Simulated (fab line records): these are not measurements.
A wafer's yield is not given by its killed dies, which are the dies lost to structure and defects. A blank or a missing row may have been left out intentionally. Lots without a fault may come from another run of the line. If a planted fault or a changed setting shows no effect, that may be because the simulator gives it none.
Matching of chambers || flow berkeley-cmos170 || UCB170_V1_CMP_02 on cmp-02 has 4 sister chambers
The step polishes SiO2. 8 wafers are shown with their chamber, then 7 later ones without.

== WAFERS, EACH WITH ITS CHAMBER ==
{"wafer": "L574.5", "chamber": 1, "motor-current-A (A)": 17.4, "slurry-flow-ml-min": 149.8}
{"wafer": "L577.4", "chamber": 1, "motor-current-A (A)": 17.2, "slurry-flow-ml-min": 149.9}
{"wafer": "L580.3", "chamber": 0, "motor-current-A (A)": 16.9, "slurry-flow-ml-min": 149.7}
{"wafer": "L582.1", "chamber": 0, "motor-current-A (A)": 18.0, "slurry-flow-ml-min": 150.1}
{"wafer": "L582.3", "chamber": 3, "motor-current-A (A)": 14.1, "slurry-flow-ml-min": 150.2}
{"wafer": "L582.4", "chamber": 2, "motor-current-A (A)": 15.1, "slurry-flow-ml-min": 150.1}
{"wafer": "L587.1", "chamber": 2, "motor-current-A (A)": 14.6, "slurry-flow-ml-min": 150.0}
{"wafer": "L587.3", "chamber": 3, "motor-current-A (A)": 13.8, "slurry-flow-ml-min": 149.4}

== WAFERS WITH NO CHAMBER GIVEN ==
{"wafer": "L587.6", "motor-current-A (A)": 18.3, "slurry-flow-ml-min": 150.4}
{"wafer": "L594.3", "motor-current-A (A)": 17.3, "slurry-flow-ml-min": 150.4}
{"wafer": "L594.4", "motor-current-A (A)": 15.7, "slurry-flow-ml-min": 150.1}
{"wafer": "L594.5", "motor-current-A (A)": 17.4, "slurry-flow-ml-min": 149.2}
{"wafer": "L595.1", "motor-current-A (A)": 17.3, "slurry-flow-ml-min": 149.5}
{"wafer": "L595.3", "motor-current-A (A)": 14.6, "slurry-flow-ml-min": 149.4}
{"wafer": "L595.5", "motor-current-A (A)": 16.9, "slurry-flow-ml-min": 149.6}

== CHAMBER TAKEN BY EACH ==
{"wafer": "L587.6", "from the rows above": "can't be placed: 0 or 1", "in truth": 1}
{"wafer": "L594.3", "from the rows above": "can't be placed: 0 or 1", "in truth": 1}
{"wafer": "L594.4", "from the rows above": "can't be placed: 2 or 1", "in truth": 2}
{"wafer": "L594.5", "from the rows above": "can't be placed: 1 or 0", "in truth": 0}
{"wafer": "L595.1", "from the rows above": "can't be placed: 1 or 0", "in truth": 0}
{"wafer": "L595.3", "from the rows above": "can't be placed: 3 or 2", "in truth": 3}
{"wafer": "L595.5", "from the rows above": "can't be placed: 1 or 0", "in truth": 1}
Correctly placed: 0 of 7. Unplaceable from these rows: 7, with the true chamber sitting among the candidates in 7. Wrongly placed: 0.
How it was worked out, from the rows above alone: a wafer's distance from a chamber is the root of the sum, over the readings, of the square of ((its reading less the chamber's mean) divided by the reading's scatter). The wafer belongs to the nearest chamber; if the next one is less than 2 further off, it can't be placed. The mean given for a chamber averages the wafers shown for that chamber. The scatter: the root of (the sum of the squares of (reading less its chamber's mean) over the shown wafers, divided by (wafers less chambers)).
